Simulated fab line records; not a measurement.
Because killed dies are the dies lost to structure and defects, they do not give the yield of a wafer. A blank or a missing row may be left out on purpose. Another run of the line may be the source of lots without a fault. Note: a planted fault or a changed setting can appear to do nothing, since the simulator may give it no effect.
fab line records    flow rit-cmos
[record] lots = 12  wafers = 36  last-day = 8
route steps=202 shown ACTIVE@15 PSD@152 CONTACT@168 M1@194
lots with no fault: from the same line, run without faults
start-h: start of the lot's first displayed wafer, in hours after the record's first day    wait-h: hours from the lot's prior step to this one    " unchanged from the row above    L1.1+2: a single row standing in for several wafers    - no value, or no start given    * or withheld: withheld    < > ~ a bound
route shown NAME@n: names a module that has steps shown in the file, with the first one's number in the route    usual: mean and standard deviation over wafers with no fault    same: alike in all rows    chamber/n: place in a boat    sites: per-site readings    _std_site: the values' standard deviation    _edge_site: the outer-site mean with the inner-site mean subtracted    radius-mm: for every site, how far away it sits from the centre of the wafer    mask NAME#n: copy n    behind: the last tool/chamber to shape the wafer    hold: cause of the lot's hold/its duration in hours/its outcome    device: transistor that didn't switch, given as n, p or np    end of line: tests run on the same wafers once the route is complete    a step given without rows: its recipe and nothing more    killed: not the wafer's yield, but the dies lost to structure and defects at the first sort    map: dies across one wafer; x = killed, . = not, _ = none there
set.NAME: the setting as run; set.NAME@STEP: as run at that earlier step    model.NAME: the simulator's own value behind a step, which no gauge read
route steps across a sampled set of lots; one table per step, one row per wafer
services: a tool's chamber out of use, with start hour (start-h, from the record's first day; less than 0 if before it), hours out, and reason
[[steps]]
[step RIT_ACTIVE_STRIP_14]
[recipe] chemistry = O2  time-s = 180  resist = NOVOLAK  platen-temp-c = withheld  power-w = 500  pressure-mtorr = 4000  o2-flow-sccm = 4000
[usual] drypump-motor-current-A = 5.8/0.34  rf-refl-power-W = 6.4/0.94
lot.wafer  tool             chamber  start-h  wait-h  drypump-motor-current-A  rf-hours-counter-h  rf-refl-power-W
L758.1     plasma-asher-01  0        15.94    0.1     6.2                      23                  8.2
L758.4     "                0        "        "       6.2                      -                   7.5
L758.5     "                0        "        "       6.2                      -                   8.6
L759.1     plasma-asher-02  1        20.04    0.1     5.7                      38                  5.1
L759.2     "                0        "        "       6.3                      38                  6.2
L759.4     "                0        "        "       6.3                      -                   6.0
L760.1     plasma-asher-01  1        25.38    0.1     5.6                      24                  5.8
L760.2     "                0        "        "       6.2                      24                  8.0
L760.3     "                0        "        "       6.2                      -                   8.0
L761.2     plasma-asher-03  0        31.75    0.1     5.8                      41                  5.8
L761.3     "                0        "        "       5.8                      -                   5.8
L761.5     "                0        "        "       5.8                      -                   5.8
L762.1     plasma-asher-03  0        35.18    0.1     5.8                      41                  5.7
L762.3     "                0        "        "       5.8                      -                   5.7
L762.6     "                0        "        "       5.8                      -                   5.8
L763.4     plasma-asher-02  0        44.51    0.1     6.3                      -                   6.1
L763.5     "                1        "        "       5.7                      -                   5.3
L763.6     "                0        "        "       6.3                      -                   6.3
L771.3     plasma-asher-03  1        81.56    0.1     5.3                      -                   7.2
L771.5     "                0        "        "       5.8                      -                   5.6
L771.6     "                1        "        "       5.3                      -                   7.4
L773.1     plasma-asher-01  1        91.37    0.1     5.6                      30                  6.3
L773.2     "                0        "        "       6.2                      30                  7.8
L773.3     "                1        "        "       5.6                      -                   6.1
L777.1     plasma-asher-01  1        109.84   0.1     5.6                      32                  5.9
L777.4     "                0        "        "       6.2                      -                   7.9
L777.5     "                0        "        "       6.2                      -                   8.2
L779.1     plasma-asher-01  0        120.58   0.1     6.2                      34                  7.8
L779.5     "                0        "        "       6.2                      -                   7.8
L779.6     "                1        "        "       5.6                      -                   6.1
L780.3     plasma-asher-02  1        127.46   0.1     5.7                      -                   5.3
L780.4     "                0        "        "       6.3                      -                   6.1
L780.6     "                1        "        "       5.7                      -                   5.2
L781.2     plasma-asher-02  0        131.96   0.1     6.3                      50                  6.1
L781.4     "                1        "        "       5.7                      -                   5.3
L781.5     "                0        "        "       6.3                      -                   6.2
[step RIT_PSD_TW_MEAS_10]
[usual] PSD_TW = 3448/18
lot.wafer  tool           chamber  start-h  wait-h  PSD_TW
L758.1     film-metro-01  -        59.95    0.1     3430
L758.4     "              -        "        "       3443
L758.5     "              -        "        "       3431
L759.1     film-metro-02  -        64.44    0.1     3463
L759.2     "              -        "        "       3438
L759.4     "              -        "        "       3432
L760.1     film-metro-01  -        69.68    0.1     3419
L760.2     "              -        "        "       3421
L760.3     "              -        "        "       3421
L761.2     film-metro-01  -        75.79    0.1     3482
L761.3     "              -        "        "       3448
L761.5     "              -        "        "       3447
L762.1     film-metro-01  -        82.49    0.1     3477
L762.3     "              -        "        "       3455
L762.6     "              -        "        "       3458
L763.4     film-metro-02  -        84.88    0.1     3477
L763.5     "              -        "        "       3470
L763.6     "              -        "        "       3467
L771.3     film-metro-02  -        119.53   0.1     3433
L771.5     "              -        "        "       3437
L771.6     "              -        "        "       3447
L773.1     film-metro-01  -        132.03   0.1     3456
L773.2     "              -        "        "       3428
L773.3     "              -        "        "       3433
L777.1     film-metro-01  -        146.67   0.1     3440
L777.4     "              -        "        "       3461
L777.5     "              -        "        "       3442
L779.1     film-metro-02  -        160.62   0.1     3426
L779.5     "              -        "        "       3422
L779.6     "              -        "        "       3438
L780.3     film-metro-02  -        167.33   0.1     3450
L780.4     "              -        "        "       3438
L780.6     "              -        "        "       3439
L781.2     film-metro-01  -        174.45   0.1     3474
L781.4     "              -        "        "       3491
L781.5     "              -        "        "       3471
[step RIT_CONTACT_CVD_00]
[recipe] material = SiO2  target-thk-nm = 400  precursor = TEOS  temp-c = 390  time-s = 61  rf-w = 400
[usual] heater-power-w = 286/61  rf-fwd-power-W = 396.9/1.4  susceptor-temp-C = 389.99/0.21
lot.wafer  tool      chamber  start-h  wait-h  heater-power-w  rf-fwd-power-W  susceptor-temp-C
L758.1     pecvd-02  1        61.79    0.1     267             395.2           390.19
L758.4     "         0        "        "       270             396.1           389.94
L758.5     "         2        "        "       310             396.6           389.93
L759.1     pecvd-03  1        66.14    0.1     301             395.6           390.03
L759.2     "         2        "        "       416             399.0           389.87
L759.4     "         0        "        "       324             397.5           390.08
L760.1     pecvd-04  1        71.21    0.1     219             397.8           389.90
L760.2     "         2        "        "       255             396.3           390.13
L760.3     "         0        "        "       272             397.0           390.03
L761.2     pecvd-02  1        77.31    0.0     311             397.6           390.02
L761.3     "         0        "        "       343             398.0           389.80
L761.5     "         0        "        "       351             398.1           389.86
L762.1     pecvd-03  1        83.98    0.1     307             395.4           390.17
L762.3     "         0        "        "       284             397.5           389.92
L762.6     "         2        "        "       444             397.3           390.00
L763.4     pecvd-04  1        86.36    0.0     238             398.2           390.16
L763.5     "         0        "        "       233             397.7           390.04
L763.6     "         2        "        "       189             395.0           389.65
L771.3     pecvd-04  1        120.99   0.0     202             400.0           390.06
L771.5     "         0        "        "       195             395.2           389.92
L771.6     "         1        "        "       219             399.9           390.16
L773.1     pecvd-04  0        133.55   0.1     225             394.2           389.98
L773.2     "         1        "        "       266             398.0           389.81
L773.3     "         2        "        "       264             398.0           389.99
L777.1     pecvd-03  0        148.16   0.1     326             399.6           390.01
L777.4     "         0        "        "       239             398.5           390.05
L777.5     "         0        "        "       268             398.3           390.03
L779.1     pecvd-03  0        162.10   0.1     287             398.4           389.95
L779.5     "         0        "        "       297             397.9           389.91
L779.6     "         1        "        "       312             395.1           390.09
L780.3     pecvd-02  0        168.79   0.0     287             398.0           389.89
L780.4     "         2        "        "       288             397.4           389.76
L780.6     "         1        "        "       289             397.6           389.78
L781.2     pecvd-03  2        175.93   0.0     439             398.6           389.81
L781.4     "         1        "        "       301             397.3           390.01
L781.5     "         2        "        "       448             396.6           389.79
[step RIT_CONTACT_THK_MEAS_01]
[recipe] reads = SiO2_of_CONTACT_CVD_00
[usual] CONTACT_TEOS_THK = 401/4.9
lot.wafer  tool           chamber  start-h  wait-h  CONTACT_TEOS_THK[nm]
L758.1     film-metro-02  -        61.84    0.0     402
L758.4     "              -        "        "       409
L758.5     "              -        "        "       410
L759.1     film-metro-04  -        66.19    0.0     392
L759.2     "              -        "        "       397
L759.4     "              -        "        "       401
L760.1     film-metro-02  -        71.26    0.0     398
L760.2     "              -        "        "       401
L760.3     "              -        "        "       399
L761.2     film-metro-04  -        77.37    0.0     399
L761.3     "              -        "        "       390
L761.5     "              -        "        "       403
L762.1     film-metro-02  -        84.03    0.0     397
L762.3     "              -        "        "       396
L762.6     "              -        "        "       402
L763.4     film-metro-02  -        86.41    0.0     403
L763.5     "              -        "        "       400
L763.6     "              -        "        "       399
L771.3     film-metro-04  -        121.06   0.0     525
L771.5     "              -        "        "       407
L771.6     "              -        "        "       535
L773.1     film-metro-04  -        133.60   0.0     399
L773.2     "              -        "        "       523
L773.3     "              -        "        "       403
L777.1     film-metro-02  -        148.23   0.1     394
L777.4     "              -        "        "       392
L777.5     "              -        "        "       398
L779.1     film-metro-02  -        162.15   0.0     398
L779.5     "              -        "        "       397
L779.6     "              -        "        "       401
L780.3     film-metro-02  -        168.86   0.0     402
L780.4     "              -        "        "       407
L780.6     "              -        "        "       404
L781.2     film-metro-02  -        175.99   0.0     397
L781.4     "              -        "        "       403
L781.5     "              -        "        "       401
[step RIT_M1_OVL_MEAS_10]
[usual] M1_OVL = -0.1/1.2
lot.wafer  tool        chamber  start-h  wait-h  M1_OVL[nm]
L758.1     overlay-02  -        65.68    0.1     0.3
L758.4     "           -        "        "       0.7
L758.5     "           -        "        "       -0.3
L759.1     overlay-01  -        69.85    0.1     1.6
L759.2     "           -        "        "       2.2
L759.4     "           -        "        "       0.7
L760.1     overlay-02  -        74.90    0.1     -0.1
L760.2     "           -        "        "       0.3
L760.3     "           -        "        "       -0.5
L761.2     overlay-02  -        81.61    0.1     1.4
L761.3     "           -        "        "       0.2
L761.5     "           -        "        "       1.7
L762.1     overlay-01  -        87.97    0.1     -1.5
L762.3     "           -        "        "       -0.9
L762.6     "           -        "        "       0.4
L763.4     overlay-01  -        90.55    0.1     1.9
L763.5     "           -        "        "       1.7
L763.6     "           -        "        "       1.5
L771.5     overlay-01  -        124.95   0.0     -0.3
L773.1     overlay-01  -        137.32   0.1     -1.0
L773.3     "           -        "        "       -0.9
L777.1     overlay-01  -        151.90   0.1     1.2
L777.4     "           -        "        "       -0.3
L777.5     "           -        "        "       -0.4
L779.1     overlay-02  -        166.54   0.1     0.1
L779.5     "           -        "        "       0.1
L779.6     "           -        "        "       0.7
L780.3     overlay-01  -        172.62   0.1     1.8
L780.4     "           -        "        "       1.6
L780.6     "           -        "        "       -0.9
L781.2     overlay-01  -        179.83   0.1     -0.6
L781.4     "           -        "        "       1.0
L781.5     "           -        "        "       0.0
[step RIT_M1_PROBE_99]
[usual] killed-at-contacts = 0.0/0.23  killed-at-front-end = 7/3.1  killed-dies = 7/3.1  killed-on-rim = 1.8/1.3  killed-open = 3.3/2  killed-short = 3.5/1.9
[same] gross-dies = 264  killed_at_M0_to_M3 = 0  killed_at_M4_up = 0  killed-at-back-side = 0  killed-at-other = 0
lot.wafer  tool       chamber  start-h  wait-h  killed-at-contacts  killed-at-front-end  killed-dies  killed-on-rim  killed-open  killed-short
L759.1     prober-01  -        72.39    0.1     0                   8                    8            2              6            2
L759.2     prober-01  -        72.44    0.1     0                   4                    4            2              1            3
L759.4     prober-01  -        72.54    0.2     0                   5                    5            0              2            3
L771.3     prober-01  -        127.58   0.2     261                 3                    264          70             2            1
L771.5     prober-01  -        127.68   0.2     0                   3                    3            1              1            2
L771.6     prober-01  -        127.73   0.2     258                 6                    264          70             4            2
L773.1     prober-01  -        140.08   0.1     0                   10                   10           2              5            5
L773.2     prober-01  -        140.13   0.1     253                 11                   264          70             5            6
L773.3     prober-01  -        140.18   0.2     0                   7                    7            2              3            3
// killed by level:class
L759.1 GATE:geometric-particle:open=3 ACTIVE:geometric-particle:open=1 GATE:geometric-particle:short=1 REOX:geometric-particle:open=1 SILICIDE:geometric-particle:open=1 SILICIDE:geometric-particle:short=1
L759.2 SILICIDE:geometric-particle:short=2 GATE:geometric-particle:open=1 GATE:geometric-particle:short=1
L759.4 SILICIDE:geometric-particle:short=2 GATE:geometric-particle:open=1 REOX:geometric-particle:open=1 SPACER:geometric-particle:short=1
L771.3 CONTACT:area-etch=261 SPACER:geometric-particle:open=1 FOX2:geometric-particle:open=1 SILICIDE:geometric-particle:short=1
L771.5 FOX1:geometric-particle:short=1 FOX2:geometric-particle:open=1 FOX2:geometric-particle:short=1
L771.6 CONTACT:area-etch=258 GATE:geometric-particle:open=2 FOX1:geometric-particle:short=1 FOX2:geometric-particle:short=1 SPACER:geometric-particle:open=1 STARTING-WAFER:geometric-particle:open=1
L773.1 GATE:geometric-particle:open=3 REOX:geometric-particle:short=3 FOX1:geometric-particle:short=1 FOX2:geometric-particle:open=1 GATE:geometric-particle:short=1 SPACER:geometric-particle:open=1
L773.2 CONTACT:area-etch=253 GATE:geometric-particle:short=4 GATE:geometric-particle:open=2 REOX:geometric-particle:open=2 REOX:geometric-particle:short=1 SPACER:geometric-particle:short=1 SPACER:geometric-particle:open=1
L773.3 GATE:geometric-particle:open=3 SILICIDE:geometric-particle:short=2 GATE:geometric-particle:short=1 PLDD:coat-microbubble-printed=1
[[services]]
tool             chamber  start-h  hours  kind
plasma-asher-03  -        7.41     1.5    repair
plasma-asher-01  -        39.76    1.2    repair
pecvd-04         0        50.80    19.2   repair
pecvd-04         -        83.08    0.6    repair
pecvd-02         -        113.91   1.7    repair
pecvd-03         -        119.31   23.3   repair
pecvd-04         -        120.00   0.7    repair
pecvd-02         -        135.56   28.1   pm
pecvd-03         1        137.99   10.6   repair
pecvd-04         1        138.54   10.8   repair
plasma-asher-03  -        141.43   21.0   repair
pecvd-03         -        142.58   5.5    pm
pecvd-03         2        148.52   6.1    repair
pecvd-03         -        170.96   0.2    repair
[[key]]
[first-sign] step = RIT_CONTACT_THK_MEAS_01  reading = CONTACT_TEOS_THK  direction = up  sigmas = 26  usual = 401  struck = 528
[effect] step = RIT_M1_PROBE_99  reading = killed-at-contacts  direction = up  sigmas = 99+  usual = 0.0  struck = 257.3
[more-kills-born-at] RIT_CONTACT_ETCH_11@rie-diel-02 = 772
met-at RIT_CONTACT_CVD_00
struck-lots L771,L773
struck-wafers L771.3,L771.6,L773.2
later-rows-left-out L771.3,L771.6,L773.2
tester-left-out L771,L773
not-acting-at RIT_ACTIVE_STRIP_14,RIT_PSD_TW_MEAS_10,RIT_M1_OVL_MEAS_10
onset-between 86.36 120.99
[fault] kind = process-parameter-drift  tool = pecvd-04  chamber = 1  onset-h = 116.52  steps = RIT_CONTACT_CVD_00  channel = target-thk-nm  offset = 124.44  shape = step  end-h = 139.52  stated = 400
// tester-left-out: of these lots the tester's yield and bins aren't shown, on N5 and GAA mostly nor the transistor test; their killed dies are dies lost to structure and defects alone, not to doping, threshold or leakage, so they don't give the yield
// later-rows-left-out: the simulator's readings of these wafers behind a module that went badly wrong aren't trusted and aren't shown, but for the sort
